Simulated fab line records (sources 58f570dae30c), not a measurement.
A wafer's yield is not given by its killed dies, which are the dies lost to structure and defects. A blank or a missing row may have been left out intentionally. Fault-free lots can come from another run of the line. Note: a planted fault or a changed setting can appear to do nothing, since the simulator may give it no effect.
Which tool is to blame? | flow berkeleyCmos170 | Sampling: 14 lots, 42 wafers, 6 of 331 route steps

== WHAT THE GAUGES READ, wafer by wafer ==
UCB170_START_THK_MEAS_03. Usual: for START_OXIDE_THK the level is 19.0 nm and the standard deviation is 0.46.
lot  | measured    | on           | START_OXIDE_THK (nm) | flag
L580 | day 1 19:25 | filmMetro-03 | 18.5 18.2 18.4       | 
L582 | day 2 04:50 | filmMetro-03 | 19.0 18.8 18.9       | 
L584 | day 2 16:27 | filmMetro-01 | 19.0 19.1 18.9       | 
L585 | day 2 21:59 | filmMetro-02 | 19.0 18.6 18.5       | 
L586 | day 3 00:49 | filmMetro-03 | 19.9 19.4 19.7       | 
L587 | day 3 07:15 | filmMetro-02 | 18.9 18.9 18.8       | 
L588 | day 3 11:56 | filmMetro-02 | 19.3 19.2 19.0       | 
L590 | day 3 20:12 | filmMetro-01 | 18.9 18.9 19.1       | 
L591 | day 4 03:34 | filmMetro-01 | 19.7 19.6 19.5       | 
L592 | day 4 08:12 | filmMetro-01 | 18.7 19.2 19.2       | 
L593 | day 4 12:19 | filmMetro-02 | 18.8 18.9 18.4       | 
L594 | day 4 17:58 | filmMetro-01 | 19.0 18.6 18.8       | 
L595 | day 4 22:05 | filmMetro-03 | 18.7 19.0 18.5       | 
L602 | day 6 09:00 | filmMetro-01 | 19.6 19.3 19.4       | 

UCB170_SDANNEAL_RS_MEAS_02: uses a four-point probe to measure. Usual: for PSD_RS the level is 75.5 ohm/sq and the standard deviation is 0.32.
lot  | measured     | on           | PSD_RS (ohm/sq) | flag
L580 | day 7 11:02  | filmMetro-01 | 75.7 75.6 75.8  | 
L582 | day 8 04:23  | filmMetro-03 | 75.1 75.1 75.3  | 
L584 | day 8 04:37  | filmMetro-02 | 76.0 75.9 76.4  | 
L585 | day 8 11:19  | filmMetro-02 | 75.7 75.5 75.4  | 
L586 | day 8 11:43  | filmMetro-03 | 75.3 75.4 75.2  | 
L587 | day 8 21:02  | filmMetro-02 | 75.5 75.5 75.7  | 
L588 | day 8 20:37  | filmMetro-01 | 75.9 76.1 75.8  | 
L590 | day 9 11:14  | filmMetro-01 | 75.0 75.2 75.0  | 
L591 | day 9 10:28  | filmMetro-03 | 75.7 75.4 75.9  | 
L592 | day 9 10:52  | filmMetro-02 | 75.7 75.4 75.9  | 
L593 | day 10 03:23 | filmMetro-02 | 75.3 75.5 75.6  | 
L594 | day 10 02:58 | filmMetro-01 | 75.7 75.5 75.5  | 
L595 | day 10 03:29 | filmMetro-01 | 75.9 76.2 75.9  | 
L602 | day 11 13:09 | filmMetro-03 | 75.5 75.4 75.7  | 

UCB170_M3_RS_MEAS_02: uses a four-point probe to measure. Usual: for M3_AL_RS the level is 0.0322 ohm/sq and the standard deviation is 0.00037.
lot  | measured     | on           | M3_AL_RS (ohm/sq)    | flag
L580 | day 8 11:59  | filmMetro-02 | 0.0326 0.0323 0.0325 | 
L582 | day 9 06:33  | filmMetro-02 | 0.0325 0.0325 0.0326 | 
L584 | day 9 03:29  | filmMetro-02 | 0.0322 0.0323 0.0323 | 
L585 | day 9 09:37  | filmMetro-02 | 0.0322 0.0321 0.0321 | 
L586 | day 9 13:28  | filmMetro-02 | 0.0327 0.0329 0.0328 | 
L587 | day 9 21:36  | filmMetro-03 | 0.0320 0.0317 0.0315 | 
L588 | day 9 21:48  | filmMetro-02 | 0.0316 0.0315 0.0318 | 
L590 | day 10 11:31 | filmMetro-03 | 0.0329 0.0328 0.0329 | 
L591 | day 10 08:16 | filmMetro-03 | 0.0325 0.0323 0.0322 | 
L592 | day 10 11:28 | filmMetro-01 | 0.0320 0.0321 0.0319 | 
L593 | day 11 02:35 | filmMetro-03 | 0.0297 0.0295 0.0294 | OFF
L594 | day 11 03:04 | filmMetro-03 | 0.0298 0.0298 0.0299 | OFF
L595 | day 11 03:22 | filmMetro-01 | 0.0325 0.0326 0.0328 | 
L602 | day 12 11:02 | filmMetro-02 | 0.0318 0.0319 0.0316 | 

UCB170_M3_THK_MEAS_03: measures by xrf. Usual: for M3_AL_THK the level is 907 nm and the standard deviation is 11.
lot  | measured     | on           | M3_AL_THK (nm) | flag
L580 | day 8 12:05  | filmMetro-02 | 902 910 910    | 
L582 | day 9 06:40  | filmMetro-02 | 901 902 900    | 
L584 | day 9 03:35  | filmMetro-02 | 910 905 912    | 
L585 | day 9 09:44  | filmMetro-02 | 904 920 916    | 
L586 | day 9 13:35  | filmMetro-02 | 896 892 897    | 
L587 | day 9 21:42  | filmMetro-03 | 906 922 922    | 
L588 | day 9 21:55  | filmMetro-02 | 933 934 923    | 
L590 | day 10 11:37 | filmMetro-03 | 886 887 887    | 
L591 | day 10 08:22 | filmMetro-03 | 896 901 903    | 
L592 | day 10 11:34 | filmMetro-01 | 918 912 912    | 
L593 | day 11 02:41 | filmMetro-03 | 977 984 988    | OFF
L594 | day 11 03:11 | filmMetro-03 | 976 979 970    | OFF
L595 | day 11 03:28 | filmMetro-01 | 903 903 897    | 
L602 | day 12 11:10 | filmMetro-02 | 921 920 926    | 

== WHAT TOOL EACH LOT RAN ON (gives the tool, then ch and the chambers of the sampled wafers, and finally the start) ==
lot  | UCB170_PVT_STRIP_08                | UCB170_M3_SPUTTER_01
L580 | plasmaAsher-03 ch 0,1, day 6 05:55 | pvdSputter-04, day 8 11:53
L582 | plasmaAsher-04 ch 0, day 6 15:20   | pvdSputter-03, day 9 06:28
L584 | plasmaAsher-01 ch 0,1, day 6 15:07 | pvdSputter-04, day 9 03:23
L585 | plasmaAsher-04 ch 1, day 7 06:38   | pvdSputter-02, day 9 09:31
L586 | plasmaAsher-03 ch 0,1, day 7 06:22 | pvdSputter-04, day 9 13:23
L587 | plasmaAsher-01 ch 0,1, day 7 16:28 | pvdSputter-03, day 9 21:29
L588 | plasmaAsher-03 ch 0,1, day 7 16:37 | pvdSputter-02, day 9 21:43
L590 | plasmaAsher-04 ch 0,1, day 8 04:38 | pvdSputter-04, day 10 11:25
L591 | plasmaAsher-03 ch 0,1, day 8 06:47 | pvdSputter-02, day 10 08:10
L592 | plasmaAsher-01 ch 0,1, day 8 07:31 | pvdSputter-02, day 10 11:20
L593 | plasmaAsher-03 ch 0,1, day 8 22:49 | pvdSputter-02, day 11 02:23
L594 | plasmaAsher-04 ch 0,1, day 8 22:30 | pvdSputter-02, day 11 02:58
L595 | plasmaAsher-04 ch 0,1, day 8 22:16 | pvdSputter-04, day 11 03:15
L602 | plasmaAsher-01 ch 1, day 10 09:45  | pvdSputter-03, day 12 10:57
- UCB170_PVT_STRIP_08: strips in O2.
- UCB170_M3_SPUTTER_01: material Al, target thk 900 nm, time 120 s.

== WHAT THE TOOLS THEMSELVES READ (means of the sampled wafers that have a number; where no wafer has one, the mark that the record gives instead) ==
UCB170_PVT_STRIP_08. Usual: drypumpMotorCurrentA 5.6 A, standard deviation 0.5; oesProductAu 0.734 a.u., standard deviation 0.0048; stripTimeToEndpointS 21.63 s, standard deviation 0.053.
lot  | tool           | drypumpMotorCurrentA (A) | oesProductAu (a.u.) | stripTimeToEndpointS (s) | flag
L580 | plasmaAsher-03 | 6.0                      | 0.730               | 21.65                    | 
L582 | plasmaAsher-04 | 4.6                      | 0.733               | 21.71                    | 
L584 | plasmaAsher-01 | 5.8                      | 0.738               | 21.65                    | 
L585 | plasmaAsher-04 | 5.3                      | 0.734               | 21.67                    | 
L586 | plasmaAsher-03 | 5.9                      | 0.736               | 21.69                    | 
L587 | plasmaAsher-01 | 6.0                      | 0.734               | 21.68                    | 
L588 | plasmaAsher-03 | 5.8                      | 0.738               | 21.59                    | 
L590 | plasmaAsher-04 | 4.8                      | 0.732               | 21.68                    | 
L591 | plasmaAsher-03 | 5.9                      | 0.740               | 21.58                    | 
L592 | plasmaAsher-01 | 5.8                      | 0.733               | 21.59                    | 
L593 | plasmaAsher-03 | 5.9                      | 0.729               | 21.61                    | 
L594 | plasmaAsher-04 | 5.0                      | 0.732               | 21.58                    | 
L595 | plasmaAsher-04 | 5.1                      | 0.736               | 21.66                    | 
L602 | plasmaAsher-01 | 6.1                      | 0.734               | 21.58                    | 

UCB170_M3_SPUTTER_01. Usual: cathodeDcPowerW 6000.1 W, standard deviation 1.1; throttleValvePct 30.0 %, standard deviation 0.98.
lot  | tool          | cathodeDcPowerW (W) | throttleValvePct (%) | flag
L580 | pvdSputter-04 | 6000.1              | 29.4                 | 
L582 | pvdSputter-03 | 6001.5              | 29.9                 | 
L584 | pvdSputter-04 | 5999.9              | 30.2                 | 
L585 | pvdSputter-02 | 6000.2              | 31.0                 | 
L586 | pvdSputter-04 | 6001.2              | 30.8                 | 
L587 | pvdSputter-03 | 6000.8              | 29.5                 | 
L588 | pvdSputter-02 | 5998.1              | 30.5                 | 
L590 | pvdSputter-04 | 5999.6              | 30.7                 | 
L591 | pvdSputter-02 | 6000.3              | 30.1                 | 
L592 | pvdSputter-02 | 6000.8              | 30.7                 | 
L593 | pvdSputter-02 | 6496.9              | 30.1                 | OFF
L594 | pvdSputter-02 | 6496.8              | 30.4                 | OFF
L595 | pvdSputter-04 | 6000.5              | 29.4                 | 
L602 | pvdSputter-03 | 5999.8              | 30.2                 | 

== THE ANSWER, worked out from the rows above alone ==
Rule: a lot counts as off when the mean over its wafers that have a number is more than 3 standard deviations away from the usual mean. Also off: a lot with no number at a reading for which 4 or more lots have one. Where the step has rows for the other lots, those lots are counted as sound. First the gauges in route order, then the tools' own readings, where a lot's mean is used as printed above. At the first step where some lot is off, the reading lying furthest off is the one used; lots without a number count as furthest.
Off: L593, L594, at UCB170_M3_RS_MEAS_02 (M3_AL_RS).
If a tool, at a process step before that reading, ran all the lots that are off and no sound lot after the first of them, it fits. The gauges at UCB170_M3_RS_MEAS_02 aren't tried: what is off there is off at UCB170_M3_SPUTTER_01 too, on other tools, and a gauge's error can't cause that. One fits: UCB170_M3_SPUTTER_01 on pvdSputter-02. A fault onset in the window from L592 (day 10 11:20, its last sound lot) to L593 (day 11 02:23, its first lot off) fits.
On the lots that are off, the tool's own readings at UCB170_M3_SPUTTER_01 differ by more than 5 times the standard deviation of the sound lots' means, which bears it out; cathodeDcPowerW reads 6496.9 W there versus 6000.2 W on the sound lots.

== WHAT WAS PUT IN BY THE SIMULATOR ==
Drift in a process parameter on pvdSputter-02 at UCB170_M3_SPUTTER_01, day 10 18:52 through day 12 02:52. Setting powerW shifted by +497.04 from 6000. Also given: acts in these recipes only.
Shown lots that were struck: L593, L594. The rule above found the same.
